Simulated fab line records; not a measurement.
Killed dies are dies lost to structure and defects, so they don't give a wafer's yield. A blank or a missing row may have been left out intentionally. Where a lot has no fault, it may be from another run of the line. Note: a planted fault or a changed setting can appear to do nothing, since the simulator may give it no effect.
Which tool is to blame? / flow rit-cmos / Sampling: 14 lots, 42 wafers, 3 of 202 route steps

## WHAT EACH GAUGE READ, for each wafer
RIT_NLDD_TW_MEAS_10.
lot=L384; measured=day 2 18:11; on=film-metro-04; NLDD_TW=2519 2507 2510
lot=L385; measured=day 2 22:55; on=film-metro-04; NLDD_TW=2514 2514 2519
lot=L386; measured=day 3 04:14; on=film-metro-04; NLDD_TW=2522 2520 2516
lot=L387; measured=day 3 09:26; on=film-metro-04; NLDD_TW=2523 2506 2515
lot=L388; measured=day 3 15:25; on=film-metro-04; NLDD_TW=2526 2513 2514
lot=L389; measured=day 3 23:08; on=film-metro-04; NLDD_TW=2507 2519 2510
lot=L390; measured=day 4 00:52; on=film-metro-04; NLDD_TW=2518 2519 2502
lot=L391; measured=day 4 05:20; on=film-metro-04; NLDD_TW=2507 2502 2516
lot=L392; measured=day 4 13:14; on=film-metro-02; NLDD_TW=2459 2466 2457
lot=L398; measured=day 5 17:11; on=film-metro-01; NLDD_TW=2874 2876 2879
lot=L402; measured=day 6 12:49; on=film-metro-04; NLDD_TW=2804 2814 2814
lot=L404; measured=day 6 22:39; on=film-metro-04; NLDD_TW=2497 2485 2486
lot=L405; measured=day 7 02:09; on=film-metro-02; NLDD_TW=2448 2450 2461
lot=L406; measured=day 7 09:37; on=film-metro-04; NLDD_TW=2487 2500 2474

RIT_SDANNEAL_RS_MEAS_07: measures by four-point-probe.
lot=L384; measured=day 3 03:12; on=film-metro-04; NLDD_RS (ohm/sq)=151.6 151.3 151.4
lot=L385; measured=day 3 06:53; on=film-metro-01; NLDD_RS (ohm/sq)=151.7 152.0 152.0
lot=L386; measured=day 3 12:25; on=film-metro-01; NLDD_RS (ohm/sq)=151.4 151.7 151.9
lot=L387; measured=day 3 17:25; on=film-metro-04; NLDD_RS (ohm/sq)=151.7 152.3 152.1
lot=L388; measured=day 3 23:25; on=film-metro-02; NLDD_RS (ohm/sq)=151.4 150.9 151.8
lot=L389; measured=day 4 06:45; on=film-metro-02; NLDD_RS (ohm/sq)=153.4 153.2 152.9
lot=L390; measured=day 4 08:50; on=film-metro-04; NLDD_RS (ohm/sq)=151.2 151.0 150.9
lot=L391; measured=day 4 13:34; on=film-metro-01; NLDD_RS (ohm/sq)=151.3 151.9 151.7
lot=L392; measured=day 4 21:16; on=film-metro-02; NLDD_RS (ohm/sq)=152.5 152.7 152.3
lot=L398; measured=day 6 02:00; on=film-metro-04; NLDD_RS (ohm/sq)=103.4 103.3 103.3
lot=L402; measured=day 6 21:03; on=film-metro-04; NLDD_RS (ohm/sq)=103.5 103.7 103.9
lot=L404; measured=day 7 06:43; on=film-metro-04; NLDD_RS (ohm/sq)=151.3 151.4 151.5
lot=L405; measured=day 7 10:12; on=film-metro-02; NLDD_RS (ohm/sq)=151.4 152.0 151.4
lot=L406; measured=day 7 17:27; on=film-metro-01; NLDD_RS (ohm/sq)=151.8 152.0 151.6

## WHAT TOOL EACH LOT RAN ON (gives the tool, then ch and the chambers of the sampled wafers, and finally the start)
lot=L384; RIT_NLDD_IMPLANT_08=implanter-01 ch 0, day 2 17:52
lot=L385; RIT_NLDD_IMPLANT_08=implanter-01 ch 0, day 2 22:37
lot=L386; RIT_NLDD_IMPLANT_08=implanter-02 ch 0, day 3 03:55
lot=L387; RIT_NLDD_IMPLANT_08=implanter-04 ch 0, day 3 09:07
lot=L388; RIT_NLDD_IMPLANT_08=implanter-01 ch 0, day 3 15:05
lot=L389; RIT_NLDD_IMPLANT_08=implanter-01 ch 0, day 3 22:50
lot=L390; RIT_NLDD_IMPLANT_08=implanter-01 ch 0, day 4 00:33
lot=L391; RIT_NLDD_IMPLANT_08=implanter-02 ch 0, day 4 05:01
lot=L392; RIT_NLDD_IMPLANT_08=implanter-02 ch 0, day 4 12:55
lot=L398; RIT_NLDD_IMPLANT_08=implanter-02 ch 0, day 5 16:53
lot=L402; RIT_NLDD_IMPLANT_08=implanter-02 ch 0, day 6 12:30
lot=L404; RIT_NLDD_IMPLANT_08=implanter-04 ch 0, day 6 22:21
lot=L405; RIT_NLDD_IMPLANT_08=implanter-04 ch 0, day 7 01:49
lot=L406; RIT_NLDD_IMPLANT_08=implanter-01 ch 0, day 7 09:17
- RIT_NLDD_IMPLANT_08

## WHAT THE TOOLS THEMSELVES READ (means of the sampled wafers that have a number; where no wafer has one, the mark that the record gives instead)
RIT_NLDD_IMPLANT_08.
lot=L384; tool=implanter-01; dose-ions-cm2=5.002e+14; end-station-pressure-torr (Torr)=6.1e-06; faraday-current-uA=1578
lot=L385; tool=implanter-01; dose-ions-cm2=5.003e+14; end-station-pressure-torr (Torr)=6.3e-06; faraday-current-uA=1564
lot=L386; tool=implanter-02; dose-ions-cm2=5.001e+14; end-station-pressure-torr (Torr)=6.0e-06; faraday-current-uA=1575
lot=L387; tool=implanter-04; dose-ions-cm2=5.009e+14; end-station-pressure-torr (Torr)=6.3e-06; faraday-current-uA=1608
lot=L388; tool=implanter-01; dose-ions-cm2=4.998e+14; end-station-pressure-torr (Torr)=6.3e-06; faraday-current-uA=1574
lot=L389; tool=implanter-01; dose-ions-cm2=4.997e+14; end-station-pressure-torr (Torr)=6.3e-06; faraday-current-uA=1615
lot=L390; tool=implanter-01; dose-ions-cm2=4.999e+14; end-station-pressure-torr (Torr)=6.2e-06; faraday-current-uA=1576
lot=L391; tool=implanter-02; dose-ions-cm2=5.001e+14; end-station-pressure-torr (Torr)=6.7e-06; faraday-current-uA=1566
lot=L392; tool=implanter-02; dose-ions-cm2=4.996e+14; end-station-pressure-torr (Torr)=6.3e-06; faraday-current-uA=1562
lot=L398; tool=implanter-02; dose-ions-cm2=7.997e+14; end-station-pressure-torr (Torr)=7.3e-06; faraday-current-uA=2522
lot=L402; tool=implanter-02; dose-ions-cm2=8.003e+14; end-station-pressure-torr (Torr)=6.9e-06; faraday-current-uA=2508
lot=L404; tool=implanter-04; dose-ions-cm2=4.999e+14; end-station-pressure-torr (Torr)=6.3e-06; faraday-current-uA=1565
lot=L405; tool=implanter-04; dose-ions-cm2=4.995e+14; end-station-pressure-torr (Torr)=6.0e-06; faraday-current-uA=1572
lot=L406; tool=implanter-01; dose-ions-cm2=5.002e+14; end-station-pressure-torr (Torr)=6.4e-06; faraday-current-uA=1541

## THE ANSWER, worked out from the rows above alone
Rule: what is usual is taken from the lots themselves. Put in order of their means at a reading, lots are off if they are a third of the lots or fewer, leave a main group of 4 or more, and stand apart from it by a gap of 3 or more times the standard deviation of the main group's means; of several such gaps the widest counts. Not used: any main group whose means are identical at the precision the tables above print for the reading. Also off: a lot with no number at a reading for which 4 or more lots have one. The other lots that the step has rows for count as sound. The gauges are gone through in route order, then the tools' own readings, and for those a lot's mean is taken as printed above. At the first step where some lot is off, the reading lying furthest off is the one used; lots without a number count as furthest.
Off: L398, L402, at RIT_NLDD_TW_MEAS_10 (NLDD_TW). Main group: mean 2500, sd 22.
A tool fits if, at a process step before that reading, it ran every lot that is off, and no sound lot after the first of them. Not tried: the gauges at RIT_NLDD_TW_MEAS_10; whatever is off there is also off at RIT_NLDD_IMPLANT_08, on other tools, and gauge error can't account for it. One fits: RIT_NLDD_IMPLANT_08 on implanter-02. A fault onset in the window from L392 (day 4 12:55, its last sound lot) to L398 (day 5 16:53, its first lot off) fits.
The tool's own readings at RIT_NLDD_IMPLANT_08 bear it out: on the lots that are off they differ by more than 5 times the standard deviation of the sound lots' means. dose-ions-cm2 reads 8.000e+14 there against 5.000e+14 on the sound lots; faraday-current-uA reads 2515 there against 1575 on the sound lots.

## WHAT THE SIMULATOR HAD PUT IN
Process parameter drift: implanter-02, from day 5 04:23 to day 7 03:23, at RIT_NLDD_IMPLANT_08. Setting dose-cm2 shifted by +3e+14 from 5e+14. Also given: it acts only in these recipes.
Shown lots that were struck: L398, L402. The same result came from the rule above.
